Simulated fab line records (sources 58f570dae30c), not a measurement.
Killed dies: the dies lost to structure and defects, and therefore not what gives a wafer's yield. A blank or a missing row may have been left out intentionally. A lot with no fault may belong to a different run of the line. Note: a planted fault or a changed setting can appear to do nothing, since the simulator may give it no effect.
Which tool was responsible? / flow berkeley_cmos170 / Sampling: 7 lots, 20 wafers, 2 of 331 route steps

WHAT THE GAUGES READ, wafer by wafer
UCB170_M2_RS_MEAS_02: measures by four-point-probe.
lot=L820; measured=day 8 23:09; on=film_metro-03; M2_AL_RS (ohm/sq)=0.0324 0.0327 0.0328
lot=L821; measured=day 9 10:19; on=film_metro-01; M2_AL_RS (ohm/sq)=0.0332 0.0332 0.0332
lot=L831; measured=day 11 09:45; on=film_metro-04; M2_AL_RS (ohm/sq)=0.0318 0.0321 0.0322
lot=L826; measured=day 11 09:29; on=film_metro-03; M2_AL_RS (ohm/sq)=0.0323 0.0330 0.0325
lot=L833; measured=day 11 10:58; on=film_metro-01; M2_AL_RS (ohm/sq)=0.0323 0.0322
lot=L835; measured=day 12 05:16; on=film_metro-01; M2_AL_RS (ohm/sq)=0.0323 0.0324 0.0323
lot=L837; measured=day 12 11:32; on=film_metro-01; M2_AL_RS (ohm/sq)=0.0326 0.0328 0.0324

EACH LOT AND THE TOOL THAT RAN IT (in order: tool; ch and the chambers of the sampled wafers; start)
lot=L820; UCB170_M1_ETCH_11=rie_diel-01 ch 0,1,3, day 8 18:49
lot=L821; UCB170_M1_ETCH_11=rie_diel-01 ch 0,1,2, day 9 03:26
lot=L831; UCB170_M1_ETCH_11=rie_diel-01 ch 2,3, day 11 01:21
lot=L826; UCB170_M1_ETCH_11=rie_diel-01 ch 1,2, day 11 02:04
lot=L833; UCB170_M1_ETCH_11=rie_diel-01 ch 1, day 11 03:52
lot=L835; UCB170_M1_ETCH_11=rie_diel-03 ch 0,1,2, day 11 22:38
lot=L837; UCB170_M1_ETCH_11=rie_diel-01 ch 0,1,3, day 12 07:07
- UCB170_M1_ETCH_11: etches BARC in N2/H2.

THE ANSWER, worked out from the rows above alone
Rule: the usual values come from the lots themselves. Put in order of their means at a reading, lots are off if they are a third of the lots or fewer, leave a main group of 4 or more, and stand apart from it by a gap of 3 or more times the standard deviation of the main group's means; of several such gaps the widest counts. A main group is skipped when, at the precision printed for the reading in the tables above, its means are all equal. A lot without any number at a reading at which 4 lots or more have one is off too. All remaining lots with rows at the step are treated as sound.
Across all readings shown, no lot is off: no conclusion can be drawn from this.

WHAT THE SIMULATOR HAD INSERTED
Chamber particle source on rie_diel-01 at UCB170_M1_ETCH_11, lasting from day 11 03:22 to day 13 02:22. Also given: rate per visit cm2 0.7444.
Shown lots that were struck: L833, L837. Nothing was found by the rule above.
